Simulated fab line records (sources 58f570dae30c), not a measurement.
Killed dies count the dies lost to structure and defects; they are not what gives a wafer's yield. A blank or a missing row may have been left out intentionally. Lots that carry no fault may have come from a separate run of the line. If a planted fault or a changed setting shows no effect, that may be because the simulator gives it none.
One fault through the eyes of 2 desks ; flow berkeleyCmos170 ; only its own numbers are on each desk; what lay behind them is given at the end

AT THE METROLOGY DESK
What the gauges read for every lot (on any tool): the sampled wafers with a number, averaged. Marked OUT: a lot whose mean sits more than 4 standard deviations from the usual mean, which makes it out of limits; the brackets give that distance.
Columns: A = V1_BOW at UCB170_V1_BOW_MEAS_03, usual 18 um; B = cdNm at UCB170_V1_CD_MEAS_90, usual 699.9 nm; C = V2_POLISHED_THK at UCB170_V2_THK_MEAS_04, usual 999.5 nm
lot;first seen here;A;B;C
L806;day 8 17:06;12;701.4;999.7
L807;day 8 23:02;21;699.6;999.3
L808;day 9 00:30;22;699.5;1001.2
L812;day 9 07:46;19;699.7;1000.8
L809;day 9 09:05;19;700.6;1000.8
L811;day 9 10:25;19;700.1;1000.1
L810;day 9 10:28;15;700.6;997.8
L814;day 10 15:50;23;699.7;998.2
L813;day 10 17:11;12;701.3;999.5
L821;day 11 17:14;19;699.5;1001.3
L822;day 11 19:19;14;699.0;1120.2 (+86) OUT
L824;day 12 08:49;16;699.6;1000.5
L823;day 12 10:26;20;699.6;1230.2 (+99 or more) OUT
L828;day 13 00:13;11;700.3;1000.4
This desk's finding: out of limits on L822, L823; first on L822, day 12 02:23 (V2_POLISHED_THK at UCB170_V2_THK_MEAS_04). L806, L807, L808, L812, L809, L811, L810, L814, L813, L821, L824, L828 stayed within limits.

THE TOOL OWNER'S DESK: cmp-02
The tool's own readings at UCB170_V2_CMP_02 (polishes SiO2): means of the sampled wafers that have a number, for each lot that ran on this tool. Marked OUT: a lot whose mean sits more than 4 standard deviations from the usual mean, which makes it out of limits; the brackets give that distance.
Columns: A = motorCurrentA at UCB170_V2_CMP_02, usual 16.5 A; B = slurryFlowMlMin at UCB170_V2_CMP_02, usual 150.0
lot;first seen here;A;B
L807;day 9 06:19;15.6;149.7
L811;day 9 17:17;15.4;150.1
L810;day 9 17:45;16.1;149.7
L814;day 10 20:48;16.1;149.9
L822;day 12 02:02;15.2;150.0
L823;day 12 16:56;16.0;149.7
Result from this desk: across the 6 lots, nothing is out of limits.

TAKEN TOGETHER
The metrology desk could have raised an alarm at day 12 02:23, on L822, L823.
Nothing out of limits was seen by the tool owner's desk.
Tool owner's desk: L822, L823 on record, inside its limits.
Of the lots named, all ran UCB170_V2_CMP_02 on cmp-02.

WHAT THE SIMULATOR PUT IN
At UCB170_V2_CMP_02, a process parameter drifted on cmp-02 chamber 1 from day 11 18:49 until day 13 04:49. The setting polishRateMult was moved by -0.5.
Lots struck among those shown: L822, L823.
Per desk, hours elapsed from the start of the fault to the first reading out of limits: for the metrology desk, 8.
